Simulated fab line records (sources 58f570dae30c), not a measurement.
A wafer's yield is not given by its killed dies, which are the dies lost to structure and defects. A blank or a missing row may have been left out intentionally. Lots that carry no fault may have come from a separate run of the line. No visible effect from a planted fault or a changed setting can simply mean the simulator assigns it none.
Tool commonality check | flow berkeleyCmos170 | Sample size 14 lots and 42 wafers

WHY IT WAS OPENED
At UCB170_PVT_TW_MEAS_09 the reading PVT_TW is flagged on 2 of 14 lots. No-fault wafers: 512, standard deviation 5.8.
Rule: a lot is flagged when every wafer of it that has a number lies more than 4 standard deviations from that mean, or none has a number. As for the other lots, they are considered sound.

lot  | measured     | on           | PVT_TW, wafer by wafer | flag
L936 | day 5 15:51  | filmMetro-04 | 505 508 504            | 
L935 | day 5 15:53  | filmMetro-02 | 510 511 514            | 
L938 | day 6 10:34  | filmMetro-04 | 505 507 505            | 
L939 | day 6 23:37  | filmMetro-02 | 516 517 519            | 
L942 | day 7 04:59  | filmMetro-04 | 504 506 504            | 
L943 | day 7 12:49  | filmMetro-02 | 514 515 516            | 
L945 | day 7 19:38  | filmMetro-04 | 506 504 506            | 
L948 | day 8 10:04  | filmMetro-04 | 511 508 505            | 
L952 | day 9 04:53  | filmMetro-03 | 576 574 575            | FLAGGED
L951 | day 9 05:10  | filmMetro-03 | 514 518 516            | 
L953 | day 9 05:28  | filmMetro-04 | 506 506 502            | 
L957 | day 9 23:47  | filmMetro-03 | 516 518 516            | 
L956 | day 10 00:17 | filmMetro-03 | 579 579 581            | FLAGGED
L958 | day 10 05:17 | filmMetro-02 | 508 512 508            | 
Average over the flagged lots: 577; offset from the usual +65, equal to +11 standard deviations.

WHICH TOOL RAN EACH LOT
The record holds 1 process step before the reading, out of a route of 331 steps. In each cell: the tool, then ch and the chambers that the sampled wafers went through, then the start.
lot  | flag    | UCB170_PVT_IMPLANT_07
L936 |         | implanter-03 ch 0, day 5 15:36
L935 |         | implanter-01 ch 0, day 5 15:40
L938 |         | implanter-04 ch 0, day 6 10:20
L939 |         | implanter-01 ch 0, day 6 23:22
L942 |         | implanter-04 ch 0, day 7 04:44
L943 |         | implanter-01 ch 0, day 7 12:35
L945 |         | implanter-04 ch 0, day 7 19:23
L948 |         | implanter-01 ch 0, day 8 09:49
L952 | FLAGGED | implanter-01 ch 0, day 9 04:38
L951 |         | implanter-03 ch 0, day 9 04:56
L953 |         | implanter-04 ch 0, day 9 05:16
L957 |         | implanter-04 ch 0, day 9 23:32
L956 | FLAGGED | implanter-01 ch 0, day 9 23:59
L958 |         | implanter-03 ch 0, day 10 05:04
What is done by these steps:
- UCB170_PVT_IMPLANT_07
- UCB170_PVT_TW_MEAS_09

FLAGGED AGAINST TOTAL, ONE TOOL AT A TIME (gauges that did the reading follow at the end)
step                  | tool         | lots run | flagged | share of the flagged lots | sound lots run after its first flagged lot
UCB170_PVT_IMPLANT_07 | implanter-01 | 6        | 2       | all                       | 0
UCB170_PVT_IMPLANT_07 | implanter-03 | 3        | 0       | none                      | -
UCB170_PVT_IMPLANT_07 | implanter-04 | 5        | 0       | none                      | -
UCB170_PVT_TW_MEAS_09 | filmMetro-02 | 4        | 0       | none                      | -
UCB170_PVT_TW_MEAS_09 | filmMetro-03 | 4        | 2       | all                       | 2 (L951,L957)
UCB170_PVT_TW_MEAS_09 | filmMetro-04 | 6        | 0       | none                      | -

WHAT THE TABLE ALLOWS
Rows of the table that ran all the flagged lots, 2 in number: implanter-01 at UCB170_PVT_IMPLANT_07; filmMetro-03 at UCB170_PVT_TW_MEAS_09.
- implanter-01 at UCB170_PVT_IMPLANT_07: 2 of its 6 lots flagged. It ran its last sound lot, L948, at day 8 09:49 and its first flagged lot, L952, at day 9 04:38: a fault with its onset between the two fits. Its own readings lie more than 4 standard deviations out on every wafer of the flagged lots: doseIonsCm2, faradayCurrentUA.
- filmMetro-03 at UCB170_PVT_TW_MEAS_09: 2 of its 4 lots flagged. After the first flagged lot (L951, L957), sound lots still ran on it; a lasting fault on the whole tool would not permit that.
Just one tool remains: implanter-01 at UCB170_PVT_IMPLANT_07.

WHAT THE SIMULATOR HAD PUT IN
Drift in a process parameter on implanter-01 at UCB170_PVT_IMPLANT_07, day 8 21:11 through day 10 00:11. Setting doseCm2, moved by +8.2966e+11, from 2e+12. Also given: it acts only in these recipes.
Shown lots that were struck: L952, L956. The rule given above showed the same thing.
